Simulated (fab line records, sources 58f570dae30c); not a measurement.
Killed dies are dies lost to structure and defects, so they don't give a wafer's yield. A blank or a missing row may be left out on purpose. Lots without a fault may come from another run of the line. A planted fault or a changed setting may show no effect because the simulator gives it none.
Tool commonality check | flow berkeley_cmos170 | 8 lots, 24 wafers sampled

WHY IT WAS OPENED
At UCB170_NSD_TW_MEAS_10 the reading NSD_TW is flagged on 2 of 8 lots. Wafers without a fault read 4225, standard deviation 27.
Rule: a lot is flagged when every wafer of it that has a number lies more than 4 standard deviations from that mean, or none has a number. The other lots count as sound.

lot  | measured     | on            | NSD_TW, wafer by wafer | flag
L550 | day 8 20:07  | film_metro-01 | 3807 3805 3836         | FLAGGED
L554 | day 9 14:34  | film_metro-01 | 4278 4264 4284         |
L552 | day 9 15:02  | film_metro-01 | 3829 3804 3826         | FLAGGED
L556 | day 10 04:49 | film_metro-03 | 4212 4223 4189         |
L558 | day 10 15:11 | film_metro-03 | 4225 4212 4232         |
L561 | day 11 04:29 | film_metro-03 | 4236 4247 4226         |
L562 | day 11 04:44 | film_metro-01 | 4264 4255 4248         |
L564 | day 11 21:34 | film_metro-02 | 4188 4200 4165         |
The numbers of the flagged lots are 3818 on average: -407 against the usual, or -15 standard deviations.

WHICH TOOL RAN EACH LOT
The record holds 2 process steps before the reading, out of a route of 331 steps. In each cell: the tool, then ch and the chambers that the sampled wafers went through, then the start.
lot  | flag    | UCB170_NSD_IMPLANT_08           | UCB170_NSD_STRIP_09
L550 | FLAGGED | implanter-04 ch 0, day 8 19:53  | plasma_asher-02 ch 0,1, day 8 20:01
L554 |         | implanter-03 ch 0, day 9 14:19  | plasma_asher-01 ch 0,1, day 9 14:28
L552 | FLAGGED | implanter-04 ch 0, day 9 14:48  | plasma_asher-02 ch 0, day 9 14:56
L556 |         | implanter-01 ch 0, day 10 04:34 | plasma_asher-01 ch 0,1, day 10 04:43
L558 |         | implanter-01 ch 0, day 10 14:58 | plasma_asher-01 ch 0,1, day 10 15:05
L561 |         | implanter-03 ch 0, day 11 04:14 | plasma_asher-04 ch 0,1, day 11 04:23
L562 |         | implanter-01 ch 0, day 11 04:31 | plasma_asher-01 ch 0,1, day 11 04:38
L564 |         | implanter-03 ch 0, day 11 21:19 | plasma_asher-02 ch 0,1, day 11 21:28
What these steps do:
- UCB170_NSD_IMPLANT_08
- UCB170_NSD_STRIP_09: strips in O2.
- UCB170_NSD_TW_MEAS_10

FLAGGED OVER TOTAL, TOOL BY TOOL (the gauges that took the reading come last)
step                  | tool            | lots run | flagged | share of the flagged lots | sound lots run after its first flagged lot
UCB170_NSD_IMPLANT_08 | implanter-01    | 3        | 0       | none                      | -
UCB170_NSD_IMPLANT_08 | implanter-03    | 3        | 0       | none                      | -
UCB170_NSD_IMPLANT_08 | implanter-04    | 2        | 2       | all                       | 0
UCB170_NSD_STRIP_09   | plasma_asher-01 | 4        | 0       | none                      | -
UCB170_NSD_STRIP_09   | plasma_asher-02 | 3        | 2       | all                       | 1 (L564)
UCB170_NSD_STRIP_09   | plasma_asher-04 | 1        | 0       | none                      | -
UCB170_NSD_TW_MEAS_10 | film_metro-01   | 4        | 2       | all                       | 2 (L554,L562)
UCB170_NSD_TW_MEAS_10 | film_metro-02   | 1        | 0       | none                      | -
UCB170_NSD_TW_MEAS_10 | film_metro-03   | 3        | 0       | none                      | -

WHAT THE TABLE ALLOWS
3 rows of the table ran every flagged lot: implanter-04 at UCB170_NSD_IMPLANT_08, plasma_asher-02 at UCB170_NSD_STRIP_09, film_metro-01 at UCB170_NSD_TW_MEAS_10.
- implanter-04 at UCB170_NSD_IMPLANT_08: 2 of its 2 lots flagged. It ran no sound lot before its first flagged lot in this sample, so the start can't be narrowed down. Its own readings lie more than 4 standard deviations out on every wafer of the flagged lots: beam_energy_keV.
- plasma_asher-02 at UCB170_NSD_STRIP_09: 2 of its 3 lots flagged. Sound lots ran on it after the first flagged one (L564), which a lasting fault on the whole tool wouldn't allow. Its own readings lie more than 4 standard deviations out on every wafer of the flagged lots: oes_product_au, strip_time_to_endpoint_s.
- film_metro-01 at UCB170_NSD_TW_MEAS_10: 2 of its 4 lots flagged. Sound lots ran on it after the first flagged one (L554, L562), which a lasting fault on the whole tool wouldn't allow.
One tool is left: implanter-04 at UCB170_NSD_IMPLANT_08.

WHAT THE SIMULATOR HAD PUT IN
Process parameter drift: implanter-04, from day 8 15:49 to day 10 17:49, at UCB170_NSD_IMPLANT_08. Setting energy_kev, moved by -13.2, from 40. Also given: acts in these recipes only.
Lots struck among those shown: L550, L552. The rule above found the same.
